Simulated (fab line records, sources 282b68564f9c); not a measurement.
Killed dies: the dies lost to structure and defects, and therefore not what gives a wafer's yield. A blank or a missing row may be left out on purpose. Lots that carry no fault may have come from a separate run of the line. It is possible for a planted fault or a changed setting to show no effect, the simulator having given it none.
Split-lot study :: flow rit-cmos :: 23 wafers read from 5 lots, route of 202 steps

SPLIT DETAILS
At RIT_PRETRO_COAT_01 (resist thk 1300 nm), the setting resist-thk-nm was moved away from the recipe's 1300 nm on 10 of the 23 wafers read, by -5.5% to -3.9%. All remaining wafers had this setting at the recipe value.

FROM THE SPLIT TO THE READING: what the file shows between them, 4 steps
- RIT_PRETRO_SOFTBAKE_02: time 60 s (also split here: time-s)
- RIT_PRETRO_EXPOSE_03: exposes mask M5, target cd 43700 nm
- RIT_PRETRO_PEB_04
- RIT_PRETRO_DEVELOP_05: develop time 68 s

THE READING
NOVOLAK_of_PRETRO_COAT_01.thk-nm (the simulator's own value, which no gauge read), in nm, at RIT_PRETRO_HARDBAKE_07 (time 120 s). No usual value for it is given in the file. Across the 13 wafers here that went through the recipe, the average is 1139 nm and the standard deviation 3.1 nm.

wafer: L074.1
tool, chamber at the split: litho-track-04, 0
resist-thk-nm as run, nm: 1300
against the recipe: recipe
NOVOLAK_of_PRETRO_COAT_01.thk-nm, nm: 1145
against lot-mates on the recipe: -

wafer: L074.2
tool, chamber at the split: litho-track-04, 0
resist-thk-nm as run, nm: 1249
against the recipe: -3.9%
NOVOLAK_of_PRETRO_COAT_01.thk-nm, nm: 1100
against lot-mates on the recipe: -43

wafer: L074.5
tool, chamber at the split: litho-track-04, 0
resist-thk-nm as run, nm: 1249
against the recipe: -3.9%
NOVOLAK_of_PRETRO_COAT_01.thk-nm, nm: 1100
against lot-mates on the recipe: -43

wafer: L074.3
tool, chamber at the split: litho-track-04, 0
resist-thk-nm as run, nm: 1300
against the recipe: recipe
NOVOLAK_of_PRETRO_COAT_01.thk-nm, nm: 1141
against lot-mates on the recipe: -

wafer: L074.6
tool, chamber at the split: litho-track-04, 0
resist-thk-nm as run, nm: 1300
against the recipe: recipe
NOVOLAK_of_PRETRO_COAT_01.thk-nm, nm: 1143
against lot-mates on the recipe: -

wafer: L078.1
tool, chamber at the split: litho-track-01, 0
resist-thk-nm as run, nm: 1300
against the recipe: recipe
NOVOLAK_of_PRETRO_COAT_01.thk-nm, nm: 1138
against lot-mates on the recipe: -

wafer: L078.3
tool, chamber at the split: litho-track-01, 0
resist-thk-nm as run, nm: 1228
against the recipe: -5.5%
NOVOLAK_of_PRETRO_COAT_01.thk-nm, nm: 1077
against lot-mates on the recipe: -60

wafer: L078.4
tool, chamber at the split: litho-track-01, 0
resist-thk-nm as run, nm: 1228
against the recipe: -5.5%
NOVOLAK_of_PRETRO_COAT_01.thk-nm, nm: 1076
against lot-mates on the recipe: -60

wafer: L078.5
tool, chamber at the split: litho-track-01, 0
resist-thk-nm as run, nm: 1228
against the recipe: -5.5%
NOVOLAK_of_PRETRO_COAT_01.thk-nm, nm: 1076
against lot-mates on the recipe: -60

wafer: L078.6
tool, chamber at the split: litho-track-01, 0
resist-thk-nm as run, nm: 1300
against the recipe: recipe
NOVOLAK_of_PRETRO_COAT_01.thk-nm, nm: 1135
against lot-mates on the recipe: -

wafer: L079.1
tool, chamber at the split: litho-track-04, 0
resist-thk-nm as run, nm: 1300
against the recipe: recipe
NOVOLAK_of_PRETRO_COAT_01.thk-nm, nm: 1140
against lot-mates on the recipe: -

wafer: L079.4
tool, chamber at the split: litho-track-04, 0
resist-thk-nm as run, nm: 1300
against the recipe: recipe
NOVOLAK_of_PRETRO_COAT_01.thk-nm, nm: 1140
against lot-mates on the recipe: -

wafer: L079.5
tool, chamber at the split: litho-track-04, 0
resist-thk-nm as run, nm: 1300
against the recipe: recipe
NOVOLAK_of_PRETRO_COAT_01.thk-nm, nm: 1141
against lot-mates on the recipe: -

wafer: L082.2
tool, chamber at the split: litho-track-04, 0
resist-thk-nm as run, nm: 1300
against the recipe: recipe
NOVOLAK_of_PRETRO_COAT_01.thk-nm, nm: 1135
against lot-mates on the recipe: -

wafer: L082.6
tool, chamber at the split: litho-track-04, 0
resist-thk-nm as run, nm: 1300
against the recipe: recipe
NOVOLAK_of_PRETRO_COAT_01.thk-nm, nm: 1135
against lot-mates on the recipe: -

wafer: L082.3
tool, chamber at the split: litho-track-04, 0
resist-thk-nm as run, nm: 1248
against the recipe: -4.0%
NOVOLAK_of_PRETRO_COAT_01.thk-nm, nm: 1092
against lot-mates on the recipe: -43

wafer: L082.4
tool, chamber at the split: litho-track-04, 0
resist-thk-nm as run, nm: 1248
against the recipe: -4.0%
NOVOLAK_of_PRETRO_COAT_01.thk-nm, nm: 1091
against lot-mates on the recipe: -44

wafer: L082.5
tool, chamber at the split: litho-track-04, 0
resist-thk-nm as run, nm: 1300
against the recipe: recipe
NOVOLAK_of_PRETRO_COAT_01.thk-nm, nm: 1136
against lot-mates on the recipe: -

wafer: L085.1
tool, chamber at the split: litho-track-04, 0
resist-thk-nm as run, nm: 1248
against the recipe: -4.0%
NOVOLAK_of_PRETRO_COAT_01.thk-nm, nm: 1097
against lot-mates on the recipe: -44

wafer: L085.2
tool, chamber at the split: litho-track-04, 0
resist-thk-nm as run, nm: 1300
against the recipe: recipe
NOVOLAK_of_PRETRO_COAT_01.thk-nm, nm: 1140
against lot-mates on the recipe: -

wafer: L085.3
tool, chamber at the split: litho-track-04, 0
resist-thk-nm as run, nm: 1248
against the recipe: -4.0%
NOVOLAK_of_PRETRO_COAT_01.thk-nm, nm: 1096
against lot-mates on the recipe: -44

wafer: L085.4
tool, chamber at the split: litho-track-04, 0
resist-thk-nm as run, nm: 1248
against the recipe: -4.0%
NOVOLAK_of_PRETRO_COAT_01.thk-nm, nm: 1096
against lot-mates on the recipe: -44

wafer: L085.6
tool, chamber at the split: litho-track-04, 0
resist-thk-nm as run, nm: 1300
against the recipe: recipe
NOVOLAK_of_PRETRO_COAT_01.thk-nm, nm: 1141
against lot-mates on the recipe: -

THE FIT
A straight line over all 23 wafers: NOVOLAK_of_PRETRO_COAT_01.thk-nm changes by +11.1 nm for each +1% of resist-thk-nm; r = +0.99; the points scatter about the line by 3.1 nm.
The same after taking each lot's own level away (the mean of its wafers on the recipe; 23 wafers): +10.9 nm for each +1%; r = +1.00; scatter 0.91 nm.
That fit puts the effect of the largest move of resist-thk-nm on the reading at 61 nm.
Across the lots, their own levels run from 1135.3 to 1143.0 nm, a range of 2.5 times the standard deviation given above.
Consequently the slope shifts little with the lot-to-lot level, the two slopes agreeing.
Check: for one of the wafers moved furthest among these (-5.5%), held out of the fit, the line's prediction against its lot-mates is -60.8 nm. Against them it came out at -59.5 nm.

THE OTHER SPLITS THESE WAFERS WENT THROUGH
Note: prior to the reading, these wafers also went through further splits. Each is held against what the fit with the lots' levels taken away leaves over:
other split on the same wafers: RIT_ACTIVE_OXIDATION_01 temp-c
wafers away from the commonest value: 10
r with NOVOLAK_of_PRETRO_COAT_01.thk-nm (lot level and that fit taken away): -0.18

other split on the same wafers: RIT_ACTIVE_EXPOSE_08 dose-mj
wafers away from the commonest value: 8
r with NOVOLAK_of_PRETRO_COAT_01.thk-nm (lot level and that fit taken away): -0.02

other split on the same wafers: RIT_ACTIVE_ETCH_13 pressure-mtorr
wafers away from the commonest value: 18
r with NOVOLAK_of_PRETRO_COAT_01.thk-nm (lot level and that fit taken away): +0.15

other split on the same wafers: RIT_FOX1_OXIDATION_00 ox-time-s
wafers away from the commonest value: 15
r with NOVOLAK_of_PRETRO_COAT_01.thk-nm (lot level and that fit taken away): -0.16

other split on the same wafers: RIT_FOX2_WET_ETCH_03 time-s
wafers away from the commonest value: 15
r with NOVOLAK_of_PRETRO_COAT_01.thk-nm (lot level and that fit taken away): -0.15

other split on the same wafers: RIT_NWELL_IMPLANT_08 energy-kev
wafers away from the commonest value: 11
r with NOVOLAK_of_PRETRO_COAT_01.thk-nm (lot level and that fit taken away): +0.50

other split on the same wafers: RIT_PWELL_IMPLANT_08 dose-cm2
wafers away from the commonest value: 8
r with NOVOLAK_of_PRETRO_COAT_01.thk-nm (lot level and that fit taken away): +0.20

other split on the same wafers: RIT_NRETRO_COAT_01 resist-thk-nm
wafers away from the commonest value: 7
r with NOVOLAK_of_PRETRO_COAT_01.thk-nm (lot level and that fit taken away): +0.07

other split on the same wafers: RIT_PRETRO_SOFTBAKE_02 time-s
wafers away from the commonest value: 9
r with NOVOLAK_of_PRETRO_COAT_01.thk-nm (lot level and that fit taken away): +0.20

THE WHOLE CHAIN: every reading that the file lists as answering this split, in the file's order
step: RIT_PRETRO_COAT_01
what it does: resist thk 1300 nm
reading: NOVOLAK_of_PRETRO_COAT_01.thk-nm (the simulator's own value, which no gauge read)
change (the file's fit): +12.7 nm for each +1% of the setting
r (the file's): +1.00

step: RIT_PRETRO_HARDBAKE_07
what it does: time 120 s
reading: NOVOLAK_of_PRETRO_COAT_01.thk-nm (the simulator's own value, which no gauge read)
change (the file's fit): +10.9 nm for each +1% of the setting
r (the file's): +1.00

FILE'S OWN FIT
NOVOLAK_of_PRETRO_COAT_01.thk-nm changes by +10.9 nm for each +1% of resist-thk-nm, r = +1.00.
